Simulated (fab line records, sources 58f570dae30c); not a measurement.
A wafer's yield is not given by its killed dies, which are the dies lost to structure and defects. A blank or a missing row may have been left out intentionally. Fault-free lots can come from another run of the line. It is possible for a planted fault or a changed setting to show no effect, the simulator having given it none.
What tool caused it? :: flow berkeleyCmos170 :: 14 lots with 42 wafers sampled at 5 steps, on a route of 331 steps

WHAT THE GAUGES SHOWED, per wafer
UCB170_SILICIDE_THK_MEAS_03: measures by xrf. Usual: SILICIDE_TI_THK typically reads 30.0 nm, with standard deviation 0.38.
lot: L453
measured: day 7 13:16
on: filmMetro-04
SILICIDE_TI_THK (nm): 29.9 29.4 29.5
flag: 

lot: L451
measured: day 7 13:26
on: filmMetro-04
SILICIDE_TI_THK (nm): 30.2 29.8 29.5
flag: 

lot: L452
measured: day 7 13:49
on: filmMetro-04
SILICIDE_TI_THK (nm): 29.4 29.6 29.4
flag: 

lot: L454
measured: day 8 00:56
on: filmMetro-04
SILICIDE_TI_THK (nm): 30.2 30.1 30.3
flag: 

lot: L456
measured: day 8 15:41
on: filmMetro-03
SILICIDE_TI_THK (nm): 30.7 30.7 30.7
flag: 

lot: L455
measured: day 8 15:55
on: filmMetro-04
SILICIDE_TI_THK (nm): 30.2 30.1 30.1
flag: 

lot: L459
measured: day 9 05:41
on: filmMetro-04
SILICIDE_TI_THK (nm): 30.0 30.3 30.4
flag: 

lot: L460
measured: day 9 06:10
on: filmMetro-04
SILICIDE_TI_THK (nm): 30.0 30.1 29.9
flag: 

lot: L464
measured: day 10 13:30
on: filmMetro-04
SILICIDE_TI_THK (nm): 29.9 30.1 29.9
flag: 

lot: L462
measured: day 10 13:41
on: filmMetro-04
SILICIDE_TI_THK (nm): 29.5 29.5 29.4
flag: 

lot: L463
measured: day 10 14:08
on: filmMetro-03
SILICIDE_TI_THK (nm): 30.3 29.9 29.9
flag: 

lot: L466
measured: day 11 06:49
on: filmMetro-04
SILICIDE_TI_THK (nm): 30.0 29.6 29.4
flag: 

lot: L465
measured: day 11 06:52
on: filmMetro-02
SILICIDE_TI_THK (nm): 30.1 30.5 30.2
flag: 

lot: L467
measured: day 11 16:28
on: filmMetro-04
SILICIDE_TI_THK (nm): 30.2 30.4 30.7
flag: 

UCB170_CONTACT_OVL_MEAS_16. Usual: CONTACT_OVL typically reads -1 nm, with standard deviation 6.2.
lot: L453
measured: day 7 17:24
on: overlay-02
CONTACT_OVL (nm): 3 7 7
flag: 

lot: L451
measured: day 7 17:38
on: overlay-01
CONTACT_OVL (nm): -5 1 -9
flag: 

lot: L452
measured: day 7 20:23
on: overlay-01
CONTACT_OVL (nm): -2 -5 2
flag: 

lot: L454
measured: day 8 05:01
on: overlay-02
CONTACT_OVL (nm): 2 4 5
flag: 

lot: L456
measured: day 8 19:37
on: overlay-02
CONTACT_OVL (nm): -2 5 -2
flag: 

lot: L455
measured: day 8 19:58
on: overlay-02
CONTACT_OVL (nm): -9 4 2
flag: 

lot: L459
measured: day 9 09:50
on: overlay-02
CONTACT_OVL (nm): 3 0 1
flag: 

lot: L460
measured: day 9 11:31
on: overlay-02
CONTACT_OVL (nm): 0 3 -4
flag: 

lot: L464
measured: day 10 18:40
on: overlay-01
CONTACT_OVL (nm): 8 10 9
flag: 

lot: L462
measured: day 10 18:57
on: overlay-02
CONTACT_OVL (nm): 2 -10 2
flag: 

lot: L463
measured: day 10 19:16
on: overlay-01
CONTACT_OVL (nm): -7 -5 0
flag: 

lot: L466
measured: day 11 11:14
on: overlay-02
CONTACT_OVL (nm): 2 -11 -3
flag: 

lot: L465
measured: day 11 11:42
on: overlay-01
CONTACT_OVL (nm): 5 3 -3
flag: 

lot: L467
measured: day 11 21:33
on: overlay-02
CONTACT_OVL (nm): -8 -2 4
flag: 

UCB170_V1_THK_MEAS_01. Usual: V1_TEOS_THK typically reads 1992 nm, with standard deviation 26.
lot: L453
measured: day 7 22:25
on: filmMetro-04
V1_TEOS_THK (nm): 1969 2019 2018
flag: 

lot: L451
measured: day 7 23:45
on: filmMetro-04
V1_TEOS_THK (nm): 1997 2014 2023
flag: 

lot: L452
measured: day 8 03:58
on: filmMetro-02
V1_TEOS_THK (nm): 1996 1966 1978
flag: 

lot: L454
measured: day 8 09:32
on: filmMetro-01
V1_TEOS_THK (nm): 1981 1955 2008
flag: 

lot: L456
measured: day 8 23:34
on: filmMetro-04
V1_TEOS_THK (nm): 1963 1943 1954
flag: 

lot: L455
measured: day 9 00:55
on: filmMetro-01
V1_TEOS_THK (nm): 1985 2009 2003
flag: 

lot: L459
measured: day 9 13:42
on: filmMetro-01
V1_TEOS_THK (nm): 1999 2041 2012
flag: 

lot: L460
measured: day 9 16:22
on: filmMetro-04
V1_TEOS_THK (nm): 1978 2017 2011
flag: 

lot: L464
measured: day 10 23:44
on: filmMetro-04
V1_TEOS_THK (nm): 2026 2027 1983
flag: 

lot: L462
measured: day 11 01:05
on: filmMetro-04
V1_TEOS_THK (nm): 2002 2013 2010
flag: 

lot: L463
measured: day 11 01:04
on: filmMetro-02
V1_TEOS_THK (nm): 1995 2013 2038
flag: 

lot: L466
measured: day 11 16:27
on: filmMetro-02
V1_TEOS_THK (nm): 1964 1955 1981
flag: 

lot: L465
measured: day 11 18:14
on: filmMetro-02
V1_TEOS_THK (nm): 3924 3990 4040
flag: OFF

lot: L467
measured: day 12 02:30
on: filmMetro-04
V1_TEOS_THK (nm): 3962 4005 4060
flag: OFF

EACH LOT AND THE TOOL THAT RAN IT (in order: tool; ch and the chambers of the sampled wafers; start)
lot: L453
UCB170_SILICIDE_SPUTTER_01: pvdSputter-03, day 7 13:07
UCB170_V1_CVD_00: pecvd-02 ch 0,1, day 7 22:16

lot: L451
UCB170_SILICIDE_SPUTTER_01: pvdSputter-04, day 7 13:17
UCB170_V1_CVD_00: pecvd-04 ch 0,2, day 7 23:35

lot: L452
UCB170_SILICIDE_SPUTTER_01: pvdSputter-03, day 7 13:38
UCB170_V1_CVD_00: pecvd-04 ch 0,1,2, day 8 03:52

lot: L454
UCB170_SILICIDE_SPUTTER_01: pvdSputter-04, day 8 00:47
UCB170_V1_CVD_00: pecvd-02 ch 1,2, day 8 09:23

lot: L456
UCB170_SILICIDE_SPUTTER_01: pvdSputter-02, day 8 15:32
UCB170_V1_CVD_00: pecvd-02 ch 0,1,2, day 8 23:24

lot: L455
UCB170_SILICIDE_SPUTTER_01: pvdSputter-04, day 8 15:44
UCB170_V1_CVD_00: pecvd-04 ch 0,2, day 9 00:44

lot: L459
UCB170_SILICIDE_SPUTTER_01: pvdSputter-02, day 9 05:31
UCB170_V1_CVD_00: pecvd-02 ch 1,2, day 9 13:32

lot: L460
UCB170_SILICIDE_SPUTTER_01: pvdSputter-02, day 9 06:00
UCB170_V1_CVD_00: pecvd-03 ch 0,2, day 9 16:12

lot: L464
UCB170_SILICIDE_SPUTTER_01: pvdSputter-04, day 10 13:20
UCB170_V1_CVD_00: pecvd-02 ch 1,2, day 10 23:34

lot: L462
UCB170_SILICIDE_SPUTTER_01: pvdSputter-02, day 10 13:30
UCB170_V1_CVD_00: pecvd-04 ch 0,1,2, day 11 00:59

lot: L463
UCB170_SILICIDE_SPUTTER_01: pvdSputter-02, day 10 13:59
UCB170_V1_CVD_00: pecvd-03 ch 0,1, day 11 00:54

lot: L466
UCB170_SILICIDE_SPUTTER_01: pvdSputter-02, day 11 06:40
UCB170_V1_CVD_00: pecvd-04 ch 0,1, day 11 16:18

lot: L465
UCB170_SILICIDE_SPUTTER_01: pvdSputter-03, day 11 06:43
UCB170_V1_CVD_00: pecvd-03 ch 0,1,2, day 11 17:38

lot: L467
UCB170_SILICIDE_SPUTTER_01: pvdSputter-04, day 11 16:19
UCB170_V1_CVD_00: pecvd-02 ch 0,1, day 12 02:01
- UCB170_SILICIDE_SPUTTER_01: material Ti, target thk 30 nm, time 25 s.
- UCB170_V1_CVD_00: deposits SiO2 from TEOS/O2, target thk 2000 nm, time 250 s.

AS READ BY THE TOOLS THEMSELVES (means over the sampled wafers that have a number; for cases with no such wafer, the mark the record gives instead)
UCB170_SILICIDE_SPUTTER_01. Usual: throttleValvePct at 30.0 %, with a standard deviation of 0.9.
lot: L453
tool: pvdSputter-03
throttleValvePct (%): 29.2
flag: 

lot: L451
tool: pvdSputter-04
throttleValvePct (%): 30.3
flag: 

lot: L452
tool: pvdSputter-03
throttleValvePct (%): 28.3
flag: 

lot: L454
tool: pvdSputter-04
throttleValvePct (%): 30.3
flag: 

lot: L456
tool: pvdSputter-02
throttleValvePct (%): 30.5
flag: 

lot: L455
tool: pvdSputter-04
throttleValvePct (%): 30.5
flag: 

lot: L459
tool: pvdSputter-02
throttleValvePct (%): 30.9
flag: 

lot: L460
tool: pvdSputter-02
throttleValvePct (%): 30.4
flag: 

lot: L464
tool: pvdSputter-04
throttleValvePct (%): 30.3
flag: 

lot: L462
tool: pvdSputter-02
throttleValvePct (%): 30.7
flag: 

lot: L463
tool: pvdSputter-02
throttleValvePct (%): 30.6
flag: 

lot: L466
tool: pvdSputter-02
throttleValvePct (%): 30.4
flag: 

lot: L465
tool: pvdSputter-03
throttleValvePct (%): 30.2
flag: 

lot: L467
tool: pvdSputter-04
throttleValvePct (%): 29.7
flag: 

UCB170_V1_CVD_00. Usual: heaterPowerW at 257 W, with a standard deviation of 58.
lot: L453
tool: pecvd-02
heaterPowerW (W): 257
flag: 

lot: L451
tool: pecvd-04
heaterPowerW (W): 241
flag: 

lot: L452
tool: pecvd-04
heaterPowerW (W): 218
flag: 

lot: L454
tool: pecvd-02
heaterPowerW (W): 215
flag: 

lot: L456
tool: pecvd-02
heaterPowerW (W): 284
flag: 

lot: L455
tool: pecvd-04
heaterPowerW (W): 247
flag: 

lot: L459
tool: pecvd-02
heaterPowerW (W): 241
flag: 

lot: L460
tool: pecvd-03
heaterPowerW (W): 272
flag: 

lot: L464
tool: pecvd-02
heaterPowerW (W): 191
flag: 

lot: L462
tool: pecvd-04
heaterPowerW (W): 269
flag: 

lot: L463
tool: pecvd-03
heaterPowerW (W): 244
flag: 

lot: L466
tool: pecvd-04
heaterPowerW (W): 307
flag: 

lot: L465
tool: pecvd-03
heaterPowerW (W): 299
flag: 

lot: L467
tool: pecvd-02
heaterPowerW (W): 285
flag: 

THE ANSWER, worked out from the rows above alone
Rule: take the mean of a lot's wafers that have a number; if it is more than 3 standard deviations from the usual mean, the lot is off. Also off: a lot with no number at a reading for which 4 or more lots have one. Any other lot the step has rows for is counted as sound. Order of review: gauges by route order, followed by the tools' own readings, for which a lot's mean as printed above is used. The first step at which some lot is off is used, and at that step the reading that is off furthest; a lot without a number counts as furthest.
Off: at UCB170_V1_THK_MEAS_01 (V1_TEOS_THK), L465, L467.
A tool fits if, at a process step before that reading, it ran every lot that is off, and no sound lot after the first of them. Gauges at UCB170_V1_THK_MEAS_01: tried the same way as those tools. No candidate that was tried fits.

WHAT WAS PUT IN BY THE SIMULATOR
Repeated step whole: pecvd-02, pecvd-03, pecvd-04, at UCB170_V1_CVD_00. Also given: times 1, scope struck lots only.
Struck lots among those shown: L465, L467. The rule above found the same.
